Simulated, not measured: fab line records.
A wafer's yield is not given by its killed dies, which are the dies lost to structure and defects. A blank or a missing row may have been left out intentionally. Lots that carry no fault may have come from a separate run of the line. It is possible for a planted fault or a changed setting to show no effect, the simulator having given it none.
fab line records | flow rit_cmos
record lots=5 | wafers=15 | last_day=7
route steps=202 shown CONTACT@172 M1@184
lots untouched by any fault: they come from a run of this same line in which no faults occurred
start_h: the number of hours between the record's first day and the start of the first shown wafer of the lot | wait_h: hours elapsed since this lot's preceding step | " repeats the value in the row above | L1.1+2: a single row standing in for several wafers | - no value, or no start given | * or withheld: withheld | < > ~ a bound
route shown NAME@n: NAME is a module with steps in the file, n the number in the route of the first one | usual: mean/standard deviation of fault-free wafers | same: alike in all rows | chamber/n: place in a boat | sites: the reading at each site | _std_site: standard deviation of those values | _edge_site: inner sites' mean taken away from outer sites' mean | radius_mm: how far each site lies from the wafer's centre | mask NAME#n: copy n | behind: the tool/chamber that last shaped the wafer | hold: why the lot went on hold/how many hours it stayed there/how the hold came to an end | device: the transistor (n, p or np) that didn't switch | end of line: tests of these same wafers at the route's end | where a step has no rows: the recipe by itself | killed: at the first sort, the dies lost to defects and structure; wafer yield is something else | map: a wafer's dies, marking killed ones x, the rest . and places with no die _
set.NAME: the setting that was run; set.NAME@STEP: the one run at that earlier step | model.NAME: the simulator's own value behind a step, which no gauge read
lots at selected steps of the route; one table per step, one row per wafer
services: the hour from which a tool's chamber was out of use, counted from the record's first day as start_h (under 0 if before that day), plus the number of hours and why
## steps
# step RIT_CONTACT_SOFTBAKE_04
# recipe resist=NOVOLAK | temp_c=90 | time_s=60
# step RIT_CONTACT_EXPOSE_05
# recipe mask_id=M11 | na=0.6 | source_shape=conventional | sigma_outer=0.5 | target_cd_nm=1000 | dose_mj=250
# step RIT_CONTACT_PEB_06
# recipe resist=NOVOLAK | temp_c=withheld | time_s=withheld
# step RIT_CONTACT_DEVELOP_07
# recipe resist=NOVOLAK | develop_time_s=120 | dev_temp_c=23
# step RIT_CONTACT_CD_MEAS_08
# recipe target_cd_nm=1000
# usual cd_nm=1000.6/2.5
lot.wafer | tool      | chamber | start_h | wait_h | cd_nm
L131.1    | cd_sem-02 | -       | 82.69   | -      | 1003.4
L131.2    | "         | -       | "       | "      | 1002.9
L131.5    | "         | -       | "       | "      | 1001.3
L132.4    | cd_sem-02 | -       | 86.72   | -      | 997.2
L132.5    | "         | -       | "       | "      | 997.3
L132.6    | "         | -       | "       | "      | 997.1
L133.2    | cd_sem-02 | -       | 88.75   | -      | 1000.0
L133.3    | "         | -       | "       | "      | 995.0
L133.5    | "         | -       | "       | "      | 996.7
L144.2    | cd_sem-01 | -       | 143.00  | -      | 1000.1
L144.4    | "         | -       | "       | "      | 998.4
L144.5    | "         | -       | "       | "      | 999.3
L149.2    | cd_sem-01 | -       | 166.45  | -      | 999.9
L149.3    | "         | -       | "       | "      | 1001.2
L149.4    | "         | -       | "       | "      | 1002.4
# step RIT_CONTACT_OVL_MEAS_09
# usual CONTACT_OVL=0.3/1.4
lot.wafer | tool       | chamber | start_h | wait_h | CONTACT_OVL[nm]
L131.1    | overlay-01 | -       | 82.81   | 0.1    | 1.4
L131.2    | "          | -       | "       | "      | 0.4
L131.5    | "          | -       | "       | "      | 1.3
L132.4    | overlay-02 | -       | 86.79   | 0.1    | 1.1
L132.5    | "          | -       | "       | "      | -0.8
L132.6    | "          | -       | "       | "      | 2.1
L133.2    | overlay-02 | -       | 88.85   | 0.1    | 0.0
L133.3    | "          | -       | "       | "      | -0.4
L133.5    | "          | -       | "       | "      | -1.1
L144.2    | overlay-02 | -       | 143.11  | 0.1    | 0.6
L144.4    | "          | -       | "       | "      | -0.5
L144.5    | "          | -       | "       | "      | 1.8
L149.2    | overlay-02 | -       | 166.56  | 0.1    | 0.1
L149.3    | "          | -       | "       | "      | -1.4
L149.4    | "          | -       | "       | "      | -1.8
# step RIT_CONTACT_HARDBAKE_10
# recipe resist=NOVOLAK | temp_c=140 | time_s=60
# step RIT_CONTACT_ETCH_11
# recipe target_depth_a=4800 | over_etch_frac=0.2 | stop_on=TiSi2 | chemistry=CHF3/CF4/Ar | target=SiO2 | CHF3_flow_sccm=50 | cf4_flow_sccm=10 | Ar_flow_sccm=100 | O2_flow_sccm=5 | pressure_mtorr=100 | rf_w=200 | time_s=320
# usual drypump_motor_current_A=5.70/0.21 | oes_product_au=0.988/0.012 | throttle_valve_pct=8.88/0.15
# same over_etch_frac=0.2
lot.wafer | tool        | chamber | start_h | wait_h | drypump_motor_current_A | oes_product_au | rf_hours_counter_h | throttle_valve_pct
L131.1    | rie_diel-04 | 2       | 83.13   | 0.1    | 6.03                    | 1.011          | 150                | 8.74
L131.2    | "           | 0       | "       | "      | 5.93                    | 1.009          | 1                  | 8.85
L131.5    | "           | 3       | "       | "      | 5.35                    | 0.981          | -                  | 8.81
L132.4    | rie_diel-01 | 2       | 86.96   | 0.1    | 5.69                    | 0.995          | 25                 | 8.70
L132.5    | "           | 2       | "       | "      | 5.68                    | 0.990          | -                  | 8.70
L132.6    | "           | 3       | "       | "      | 5.45                    | 1.008          | -                  | 8.98
L133.2    | rie_diel-04 | 0       | 89.03   | 0.1    | 5.87                    | 1.003          | 1                  | 8.84
L133.3    | "           | 2       | "       | "      | 6.01                    | 1.000          | 150                | 8.74
L133.5    | "           | 0       | "       | "      | 5.88                    | 1.002          | -                  | 8.85
L144.2    | rie_diel-02 | 0       | 143.29  | 0.1    | 5.71                    | 0.974          | 5                  | 8.77
L144.4    | "           | 3       | "       | "      | 6.05                    | 0.968          | -                  | 8.65
L144.5    | "           | 0       | "       | "      | 5.70                    | 0.967          | -                  | 8.77
L149.2    | rie_diel-01 | 1       | 166.74  | 0.1    | 5.80                    | 0.986          | 137                | 8.96
L149.3    | "           | 0       | "       | "      | 5.80                    | 0.983          | 0                  | 9.09
L149.4    | "           | 1       | "       | "      | 5.77                    | 0.993          | -                  | 8.96
# step RIT_CONTACT_STRIP_12
# recipe chemistry=O2 | time_s=180 | resist=NOVOLAK | platen_temp_c=withheld | power_w=500 | pressure_mtorr=4000 | o2_flow_sccm=4000
# usual drypump_motor_current_A=6.1/0.56
lot.wafer | tool            | chamber | start_h | wait_h | drypump_motor_current_A | rf_hours_counter_h
L131.1    | plasma_asher-03 | 0       | 83.32   | 0.1    | 6.6                     | 43
L131.2    | "               | 1       | "       | "      | 6.2                     | 43
L131.5    | "               | 0       | "       | "      | 6.6                     | -
L132.4    | plasma_asher-04 | 0       | 87.21   | 0.2    | 6.6                     | -
L132.5    | "               | 0       | "       | "      | 6.7                     | -
L132.6    | "               | 1       | "       | "      | 5.7                     | -
L133.2    | plasma_asher-03 | 0       | 89.23   | 0.1    | 6.6                     | 44
L133.3    | "               | 0       | "       | "      | 6.6                     | -
L133.5    | "               | 0       | "       | "      | 6.6                     | -
L144.2    | plasma_asher-04 | 1       | 143.48  | 0.1    | 5.7                     | 37
L144.4    | "               | 0       | "       | "      | 6.6                     | -
L144.5    | "               | 1       | "       | "      | 5.7                     | -
L149.2    | plasma_asher-04 | 0       | 166.93  | 0.1    | 6.6                     | 40
L149.3    | "               | 1       | "       | "      | 5.7                     | -
L149.4    | "               | 0       | "       | "      | 6.6                     | -
# step RIT_CONTACT_CD_MEAS_90
# recipe target_cd_nm=1000
# usual cd_nm=1000.8/2.4
lot.wafer | tool      | chamber | start_h | wait_h | cd_nm
L131.1    | cd_sem-02 | -       | 83.50   | 0.1    | 1004.0
L131.2    | "         | -       | "       | "      | 1003.5
L131.5    | "         | -       | "       | "      | 1002.2
L132.4    | cd_sem-02 | -       | 87.39   | 0.1    | 997.0
L132.5    | "         | -       | "       | "      | 997.3
L132.6    | "         | -       | "       | "      | 997.2
L133.2    | cd_sem-02 | -       | 89.42   | 0.1    | 1000.7
L133.3    | "         | -       | "       | "      | 996.2
L133.5    | "         | -       | "       | "      | 997.2
L144.2    | cd_sem-02 | -       | 143.67  | 0.1    | 1000.4
L144.4    | "         | -       | "       | "      | 997.5
L144.5    | "         | -       | "       | "      | 999.4
L149.2    | cd_sem-02 | -       | 167.13  | 0.1    | 1000.0
L149.3    | "         | -       | "       | "      | 1001.6
L149.4    | "         | -       | "       | "      | 1002.2
# step RIT_CONTACT_CLEAN_13
# recipe chemistry=SC1 | mix=3:3:50 | time_s=600 | temp_c=75
# step RIT_CONTACT_CLEAN_14
# recipe chemistry=SC2 | mix=3:3:50 | time_s=600 | temp_c=75 | dry=n2_spin
# step RIT_M1_SPUTTER_00
# recipe material=Al | target_thk_nm=400 | power_w=2000 | chamber_pressure_pa=0.4 | gas=Ar | time_s=500 | substrate_temp_c=25
# usual chamber_pressure_pa=0.3998/0.00079 | throttle_valve_pct=30.1/1
lot.wafer | tool           | chamber | start_h | wait_h | chamber_pressure_pa | throttle_valve_pct | model.Al_of_M1_SPUTTER_00.thk_nm
L131.1    | pvd_sputter-03 | -       | 83.97   | 0.0    | 0.4003              | 30.0               | 404.1
L131.2    | "              | -       | "       | "      | 0.4003              | 30.2               | 404.9
L131.5    | "              | -       | "       | "      | 0.4000              | 29.8               | 400.8
L132.4    | pvd_sputter-04 | -       | 87.80   | 0.0    | 0.3996              | 28.9               | 404.2
L132.5    | "              | -       | "       | "      | 0.3992              | 29.0               | 404.7
L132.6    | "              | -       | "       | "      | 0.3994              | 30.9               | 407.6
L133.2    | pvd_sputter-03 | -       | 89.87   | 0.0    | 0.3997              | 30.2               | 725.2
L133.3    | "              | -       | "       | "      | 0.3978              | 29.8               | 395.4
L133.5    | "              | -       | "       | "      | 0.3995              | 30.0               | 398.2
L144.2    | pvd_sputter-04 | -       | 144.16  | 0.0    | 0.4008              | 28.9               | 395.6
L144.4    | "              | -       | "       | "      | 0.3986              | 31.4               | 395.4
L144.5    | "              | -       | "       | "      | 0.4001              | 31.4               | 392.4
L149.2    | pvd_sputter-03 | -       | 167.58  | 0.0    | 0.3998              | 30.7               | 397.3
L149.3    | "              | -       | "       | "      | 0.4003              | 30.1               | 396.6
L149.4    | "              | -       | "       | "      | 0.3995              | 29.7               | 399.6
# step RIT_M1_RS_MEAS_01
# recipe thk_meas_gauge=four-point-probe | reads=Al_of_M1_SPUTTER_00
# usual M1_AL_RS=0.0735/0.00083
lot.wafer | tool          | chamber | start_h | wait_h | hold                     | M1_AL_RS[ohm/sq]
L131.1    | film_metro-02 | -       | 84.26   | 0.1    | -                        | 0.0726
L131.2    | "             | -       | "       | "      | -                        | 0.0726
L131.5    | "             | -       | "       | "      | -                        | 0.0732
L132.4    | film_metro-03 | -       | 88.16   | 0.2    | -                        | 0.0727
L132.5    | "             | -       | "       | "      | -                        | 0.0727
L132.6    | "             | -       | "       | "      | -                        | 0.0721
L133.2    | film_metro-03 | -       | 90.19   | 0.2    | await_dispo/0.2h/release | 0.0401
L133.3    | "             | -       | "       | "      | await_dispo/0.2h/release | 0.0743
L133.5    | "             | -       | "       | "      | await_dispo/0.2h/release | 0.0738
L133.2    | film_metro-03 | -       | 90.47   | 0.3    | -                        | 0.0402
L133.3    | "             | -       | "       | "      | -                        | 0.0743
L133.5    | "             | -       | "       | "      | -                        | 0.0739
L144.2    | film_metro-02 | -       | 144.47  | 0.2    | -                        | 0.0742
L144.4    | "             | -       | "       | "      | -                        | 0.0742
L144.5    | "             | -       | "       | "      | -                        | 0.0747
L149.2    | film_metro-01 | -       | 167.89  | 0.2    | -                        | 0.0739
L149.3    | "             | -       | "       | "      | -                        | 0.0741
L149.4    | "             | -       | "       | "      | -                        | 0.0735
# step RIT_M1_THK_MEAS_02
# recipe thk_meas_gauge=xrf | reads=Al_of_M1_SPUTTER_00
# usual M1_AL_THK=393/5.1
lot.wafer | tool          | chamber | start_h | wait_h | hold                     | M1_AL_THK[nm]
L131.1    | film_metro-02 | -       | 84.38   | 0.1    | -                        | 400
L131.2    | "             | -       | "       | "      | -                        | 403
L131.5    | "             | -       | "       | "      | -                        | 397
L132.4    | film_metro-03 | -       | 88.25   | 0.1    | -                        | 402
L132.5    | "             | -       | "       | "      | -                        | 401
L132.6    | "             | -       | "       | "      | -                        | 404
L133.2    | film_metro-03 | -       | 95.43   | 4.9    | await_dispo/0.2h/release | 715
L133.3    | "             | -       | "       | "      | await_dispo/0.2h/release | 392
L133.5    | "             | -       | "       | "      | await_dispo/0.2h/release | 393
L133.2    | film_metro-03 | -       | 95.65   | 0.2    | -                        | 714
L133.3    | "             | -       | "       | "      | -                        | 390
L133.5    | "             | -       | "       | "      | -                        | 393
L144.2    | film_metro-02 | -       | 144.58  | 0.1    | -                        | 392
L144.4    | "             | -       | "       | "      | -                        | 390
L144.5    | "             | -       | "       | "      | -                        | 387
L149.2    | film_metro-01 | -       | 168.00  | 0.1    | -                        | 387
L149.3    | "             | -       | "       | "      | -                        | 386
L149.4    | "             | -       | "       | "      | -                        | 390
# step RIT_M1_COAT_04
# recipe resist=NOVOLAK | spin_rpm=2000 | resist_thk_nm=1300
# step RIT_M1_SOFTBAKE_05
# recipe resist=NOVOLAK | temp_c=90 | time_s=60
# step RIT_M1_EXPOSE_06
# recipe mask_id=M12 | na=0.6 | source_shape=conventional | sigma_outer=0.5 | target_cd_nm=2600 | dose_mj=250
# step RIT_M1_PEB_07
# recipe resist=NOVOLAK | temp_c=withheld | time_s=withheld
# step RIT_M1_DEVELOP_08
# recipe resist=NOVOLAK | develop_time_s=68 | dev_temp_c=23
# step RIT_M1_CD_MEAS_09
# recipe target_cd_nm=2600
# usual cd_nm=2599.7/2.2
lot.wafer | tool      | chamber | start_h | wait_h | cd_nm
L131.1    | cd_sem-01 | -       | 85.54   | -      | 2597.0
L131.2    | "         | -       | "       | "      | 2601.7
L131.5    | "         | -       | "       | "      | 2598.5
L132.4    | cd_sem-01 | -       | 89.22   | -      | 2598.4
L132.5    | "         | -       | "       | "      | 2598.3
L132.6    | "         | -       | "       | "      | 2596.1
L133.2    | cd_sem-02 | -       | 99.25   | -      | 2601.3
L133.3    | "         | -       | "       | "      | 2601.1
L133.5    | "         | -       | "       | "      | 2599.3
L144.2    | cd_sem-01 | -       | 145.53  | -      | 2600.3
L144.4    | "         | -       | "       | "      | 2599.9
L144.5    | "         | -       | "       | "      | 2601.2
L149.2    | cd_sem-01 | -       | 169.08  | -      | 2600.3
L149.3    | "         | -       | "       | "      | 2600.7
L149.4    | "         | -       | "       | "      | 2598.5
# step RIT_M1_OVL_MEAS_10
# usual M1_OVL=-0.4/1.2
lot.wafer | tool       | chamber | start_h | wait_h | M1_OVL[nm]
L131.1    | overlay-01 | -       | 85.66   | 0.1    | -0.6
L131.2    | "          | -       | "       | "      | -0.9
L131.5    | "          | -       | "       | "      | -1.6
L132.4    | overlay-01 | -       | 89.29   | 0.1    | 0.4
L132.5    | "          | -       | "       | "      | -1.1
L132.6    | "          | -       | "       | "      | -0.3
L133.2    | overlay-02 | -       | 99.35   | 0.1    | 0.3
L133.3    | "          | -       | "       | "      | -1.4
L133.5    | "          | -       | "       | "      | -1.8
L144.2    | overlay-01 | -       | 145.64  | 0.1    | -1.2
L144.4    | "          | -       | "       | "      | 0.0
L144.5    | "          | -       | "       | "      | -0.4
L149.2    | overlay-01 | -       | 169.18  | 0.1    | -1.3
L149.3    | "          | -       | "       | "      | -0.6
L149.4    | "          | -       | "       | "      | -0.8
# step RIT_M1_HARDBAKE_11
# recipe resist=NOVOLAK | temp_c=140 | time_s=120
# step RIT_M1_METAL_ETCH_12
# recipe stop_on=SiO2 | chemistry=Cl2/BCl3 | target=Al | time_s=165 | over_etch_frac=0.5 | pressure_mtorr=100 | target_depth_a=6000 | rf_w=250 | Cl2_flow_sccm=60 | bcl3_flow_sccm=50
# usual drypump_motor_current_A=5.7/0.33 | oes_product_au=0.772/0.015 | throttle_valve_pct=8.23/0.1
# same over_etch_frac=0.5
lot.wafer | tool         | chamber | start_h | wait_h | drypump_motor_current_A | oes_product_au | rf_hours_counter_h | throttle_valve_pct
L131.1    | rie_metal-01 | 1       | 85.94   | 0.2    | 6.0                     | 0.778          | 3                  | 8.25
L131.2    | "            | 0       | "       | "      | 5.8                     | 0.770          | 2                  | 8.37
L131.5    | "            | 0       | "       | "      | 5.8                     | 0.773          | -                  | 8.37
L132.4    | rie_metal-04 | 1       | 89.62   | 0.1    | 5.9                     | 0.806          | -                  | 8.32
L132.5    | "            | 1       | "       | "      | 5.9                     | 0.803          | -                  | 8.28
L132.6    | "            | 0       | "       | "      | 5.6                     | 0.768          | -                  | 8.19
L133.2    | rie_metal-03 | 1       | 99.63   | 0.2    | 5.6                     | 1.011          | 38                 | 8.01
L133.3    | "            | 1       | "       | "      | 5.6                     | 0.784          | -                  | 8.06
L133.5    | "            | 1       | "       | "      | 5.6                     | 0.789          | -                  | 8.04
L144.2    | rie_metal-04 | 1       | 145.92  | 0.2    | 6.0                     | 0.788          | 2                  | 8.33
L144.4    | "            | 1       | "       | "      | 5.9                     | 0.781          | -                  | 8.31
L144.5    | "            | 0       | "       | "      | 5.6                     | 0.754          | -                  | 8.19
L149.2    | rie_metal-04 | 0       | 169.46  | 0.2    | 5.7                     | 0.757          | 2                  | 8.19
L149.3    | "            | 0       | "       | "      | 5.6                     | 0.763          | -                  | 8.18
L149.4    | "            | 1       | "       | "      | 5.9                     | 0.802          | -                  | 8.32
# step RIT_M1_STRIP_13
# recipe chemistry=nmp | resist=NOVOLAK | temp_c=80 | time_s=600 | dry=n2_spin
# step RIT_M1_PROBE_99
# usual defect_limited_yield=97.1/1.1 | killed_at_M0_to_M3=0.0/0.14 | killed_at_front_end=7/3 | killed_dies=8/3 | killed_on_rim=2.0/1.5 | killed_open=3.7/2 | killed_short=3.8/2.1 | sort_bin_3_pad_short=0.2/0.28 | sort_bin_5_function=1.6/0.88 | sort_bin_6_memory=1.1/0.67 | sort_n_pass=256/3 | sort_yield_pct=97.1/1.1
# same gross_dies=264 | killed_at_M4_up=0 | killed_at_back_side=0 | killed_at_contacts=0 | killed_at_other=0
lot.wafer | tool      | chamber | start_h | wait_h | hold                     | defect_limited_yield[%] | killed_at_M0_to_M3 | killed_at_front_end | killed_dies | killed_on_rim | killed_open | killed_short | sort_bin_3_pad_short[%] | sort_bin_5_function[%] | sort_bin_6_memory[%] | sort_n_pass | sort_yield_pct[%]
L131.1    | prober-02 | -       | 88.19   | 0.1    | -                        | 96.6                    | 0                  | 9                   | 9           | 2             | 5           | 4            | 0                       | 0.8                    | 2.7                  | 255         | 96.6
L131.2    | prober-02 | -       | 88.24   | 0.1    | -                        | 97.0                    | 0                  | 8                   | 8           | 2             | 2           | 6            | 0.4                     | 1.5                    | 1.1                  | 256         | 97.0
L131.5    | prober-02 | -       | 88.39   | 0.2    | -                        | 94.3                    | 0                  | 15                  | 15          | 5             | 8           | 7            | 0                       | 4.5                    | 1.1                  | 249         | 94.3
L132.4    | prober-01 | -       | 92.00   | 0.2    | -                        | 97.3                    | 1                  | 6                   | 7           | 1             | 3           | 4            | 0                       | 1.5                    | 1.1                  | 257         | 97.3
L132.5    | prober-01 | -       | 92.05   | 0.2    | -                        | 97.0                    | 0                  | 8                   | 8           | 3             | 4           | 4            | 0                       | 1.5                    | 1.5                  | 256         | 97.0
L132.6    | prober-01 | -       | 92.10   | 0.2    | -                        | 97.7                    | 0                  | 6                   | 6           | 1             | 5           | 1            | 0                       | 0.8                    | 1.5                  | 258         | 97.7
L133.2    | prober-02 | -       | 106.64  | 4.5    | await_dispo/4.4h/release | 0                       | 257                | 7                   | 264         | 70            | 4           | 3            | 0                       | 98.9                   | 1.1                  | 0           | 0
L133.3    | prober-02 | -       | 106.69  | 4.5    | await_dispo/4.4h/release | 98.1                    | 0                  | 5                   | 5           | 1             | 4           | 1            | 0                       | 0.8                    | 1.1                  | 259         | 98.1
L133.5    | prober-02 | -       | 106.79  | 4.6    | await_dispo/4.4h/release | 98.1                    | 0                  | 5                   | 5           | 3             | 3           | 2            | 0                       | 0.8                    | 1.1                  | 259         | 98.1
L144.2    | prober-01 | -       | 148.22  | 0.1    | -                        | 97.0                    | 0                  | 8                   | 8           | 1             | 3           | 5            | 0.4                     | 1.5                    | 1.1                  | 256         | 97.0
L144.4    | prober-01 | -       | 148.32  | 0.2    | -                        | 97.0                    | 0                  | 8                   | 8           | 1             | 3           | 5            | 0                       | 1.9                    | 1.1                  | 256         | 97.0
L144.5    | prober-01 | -       | 148.37  | 0.2    | -                        | 99.2                    | 0                  | 2                   | 2           | 0             | 1           | 1            | 0.4                     | 0.4                    | 0                    | 262         | 99.2
L149.2    | prober-02 | -       | 171.77  | 0.1    | -                        | 97.3                    | 0                  | 7                   | 7           | 0             | 1           | 5            | 0                       | 2.3                    | 0.4                  | 257         | 97.3
L149.3    | prober-02 | -       | 171.82  | 0.2    | -                        | 97.3                    | 0                  | 7                   | 7           | 3             | 2           | 4            | 1.1                     | 1.5                    | 0                    | 257         | 97.3
L149.4    | prober-02 | -       | 171.87  | 0.2    | -                        | 96.2                    | 0                  | 10                  | 10          | 3             | 4           | 5            | 0.8                     | 1.5                    | 1.5                  | 254         | 96.2
# killed by level:class
L131.1 GATE:geometric_particle:open=3 SPACER:geometric_particle:short=2 FOX1:geometric_particle:open=1 GATE:geometric_particle:short=1 SILICIDE:geometric_particle:short=1 SILICIDE:geometric_particle:open=1
L131.2 FOX1:geometric_particle:short=4 FOX2:geometric_particle:short=1 GATE:geometric_particle:short=1 GATE:geometric_particle:open=1 SILICIDE:geometric_particle:open=1
L131.5 GATE:geometric_particle:short=4 FOX1:geometric_particle:short=3 GATE:geometric_particle:open=3 SILICIDE:geometric_particle:open=2 FOX1:geometric_particle:open=1 FOX2:geometric_particle:open=1 REOX:geometric_particle:open=1
L132.4 FOX2:geometric_particle:short=2 FOX2:geometric_particle:open=1 GATE:geometric_particle:open=1 REOX:geometric_particle:short=1 SILICIDE:geometric_particle:open=1 M1:geometric_particle:short=1
L132.5 FOX1:geometric_particle:short=2 FOX2:geometric_particle:open=2 GATE:geometric_particle:short=1 REOX:geometric_particle:short=1 REOX:geometric_particle:open=1 SILICIDE:geometric_particle:open=1
L132.6 REOX:geometric_particle:open=3 FOX2:geometric_particle:open=1 SPACER:geometric_particle:open=1 SILICIDE:geometric_particle:short=1
L133.2 M1:area_etch=257 FOX1:geometric_particle:short=1 FOX1:geometric_particle:open=1 GATE:geometric_particle:open=1 GATE:geometric_particle:short=1 REOX:geometric_particle:open=1 SPACER:geometric_particle:open=1 SILICIDE:geometric_particle:short=1
L133.3 SPACER:geometric_particle:open=2 REOX:geometric_particle:open=1 SPACER:geometric_particle:short=1 SILICIDE:geometric_particle:open=1
L133.5 FOX1:geometric_particle:open=2 FOX1:geometric_particle:short=1 GATE:geometric_particle:short=1 REOX:geometric_particle:open=1
L144.2 GATE:geometric_particle:short=4 GATE:geometric_particle:open=2 FOX2:geometric_particle:short=1 REOX:geometric_particle:open=1
L144.4 GATE:geometric_particle:short=2 FOX1:geometric_particle:open=1 FOX2:geometric_particle:short=1 GATE:geometric_particle:open=1 SPACER:geometric_particle:short=1 SPACER:geometric_particle:open=1 SILICIDE:geometric_particle:short=1
L144.5 FOX1:geometric_particle:open=1 SILICIDE:geometric_particle:short=1
L149.2 GATE:geometric_particle:short=2 SILICIDE:geometric_particle:short=2 FOX1:geometric_particle:short=1 GATE:geometric_particle:open=1 PRETRO:coat_microbubble_printed=1
L149.3 GATE:geometric_particle:open=2 SPACER:geometric_particle:short=2 GATE:geometric_particle:short=1 SILICIDE:geometric_particle:short=1 PRETRO:coat_microbubble_printed=1
L149.4 SILICIDE:geometric_particle:short=2 FOX2:geometric_particle:short=1 GATE:geometric_particle:short=1 GATE:geometric_particle:open=1 REOX:geometric_particle:open=1 SPACER:geometric_particle:short=1 SPACER:geometric_particle:open=1 SILICIDE:geometric_particle:open=1
# map L133.2 (x killed, . not)
________xxxxxxx_______
_____xxxxxxxxxxxxx____
____xxxxxxxxxxxxxxx___
___xxxxxxxxxxxxxxxxx__
__xxxxxxxxxxxxxxxxxxx_
__xxxxxxxxxxxxxxxxxxx_
_xxxxxxxxxxxxxxxxxxxxx
_xxxxxxxxxxxxxxxxxxxxx
_xxxxxxxxxxxxxxxxxxxxx
_xxxxxxxxxxxxxxxxxxxxx
__xxxxxxxxxxxxxxxxxxx_
__xxxxxxxxxxxxxxxxxxx_
___xxxxxxxxxxxxxxxxx__
____xxxxxxxxxxxxxxx___
_____xxxxxxxxxxxxx____
________xxxxxxx_______
# map L131.5 (x killed, . not)
________......._______
_____.......x.....____
____......xx.......___
___x........x....x..__
__.x................._
__.........x........._
_.....................
_.....................
_.....................
_...........x.x.......
__...........x......._
__.....x............._
___.x...............__
____...............___
_____.x...........____
________..x...._______
## services
tool            | chamber | start_h | hours | kind
rie_metal-03    | 1       | 69.28   | 7.1   | repair
rie_diel-02     | -       | 69.61   | 0.8   | repair
rie_diel-01     | 2       | 71.12   | 4.4   | repair
rie_diel-01     | 0       | 74.13   | 4.8   | repair
pvd_sputter-04  | -       | 74.58   | 2.1   | repair
rie_diel-04     | -       | 75.58   | 2.8   | pm
rie_diel-04     | -       | 87.53   | 0.4   | repair
rie_diel-04     | 2       | 109.46  | 16.7  | repair
rie_diel-02     | 2       | 111.94  | 8.3   | repair
plasma_asher-03 | -       | 116.76  | 2.8   | pm
rie_diel-02     | 2       | 129.24  | -     | clean
rie_diel-02     | 2       | 129.24  | 20.4  | scheduled_down
rie_diel-02     | 2       | 129.24  | 20.4  | vent_cycle
rie_metal-04    | -       | 130.36  | 2.8   | pm
rie_diel-01     | 0       | 133.89  | -     | clean
rie_diel-01     | 0       | 133.89  | 17.2  | scheduled_down
rie_diel-01     | 0       | 133.89  | 17.2  | vent_cycle
rie_metal-03    | -       | 136.12  | 20.0  | pm
rie_metal-03    | 0       | 136.12  | 20.0  | vent_cycle
rie_metal-03    | 1       | 136.12  | 20.0  | vent_cycle
rie_diel-04     | 2       | 147.38  | -     | clean
rie_diel-04     | 2       | 147.38  | 24.0  | scheduled_down
rie_diel-04     | 2       | 147.38  | 24.0  | vent_cycle
rie_metal-03    | 0       | 156.12  | -     | clean
## key
first_sign step=RIT_M1_RS_MEAS_01 | reading=visit | direction=added
effect step=RIT_M1_RS_MEAS_01 | reading=M1_AL_RS | direction=down | sigmas=40 | usual=0.0735 | struck=0.0401
effect step=RIT_M1_THK_MEAS_02 | reading=visit | direction=added
effect step=RIT_M1_THK_MEAS_02 | reading=M1_AL_THK | direction=up | sigmas=63 | usual=393 | struck=715
effect step=RIT_M1_METAL_ETCH_12 | reading=oes_product_au | direction=up | sigmas=16 | usual=0.772 | struck=1.011
effect step=RIT_M1_PROBE_99 | reading=killed_at_M0_to_M3 | direction=up | sigmas=99+ | usual=0.0 | struck=257
model_effect step=RIT_M1_SPUTTER_00 | value=Al_of_M1_SPUTTER_00.thk_nm | without=400.3 | struck=725.2
more_kills_born_at RIT_M1_METAL_ETCH_12@rie_metal-03=257
met_at RIT_M1_SPUTTER_00
struck_wafers L133.2
later_rows_left_out L133.2
onset_between 83.97 89.87
fault kind=process_parameter_drift | tool=pvd_sputter-03 | chamber=- | onset_h=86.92 | steps=RIT_M1_SPUTTER_00 | channel=target_thk_nm | offset=324.91 | shape=step | end_h=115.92 | acts_in=these_recipes_only | stated=400 | scope=struck_wafers_only
# later_rows_left_out: the simulator's readings of these wafers behind a module that went badly wrong aren't trusted and aren't shown, but for the sort
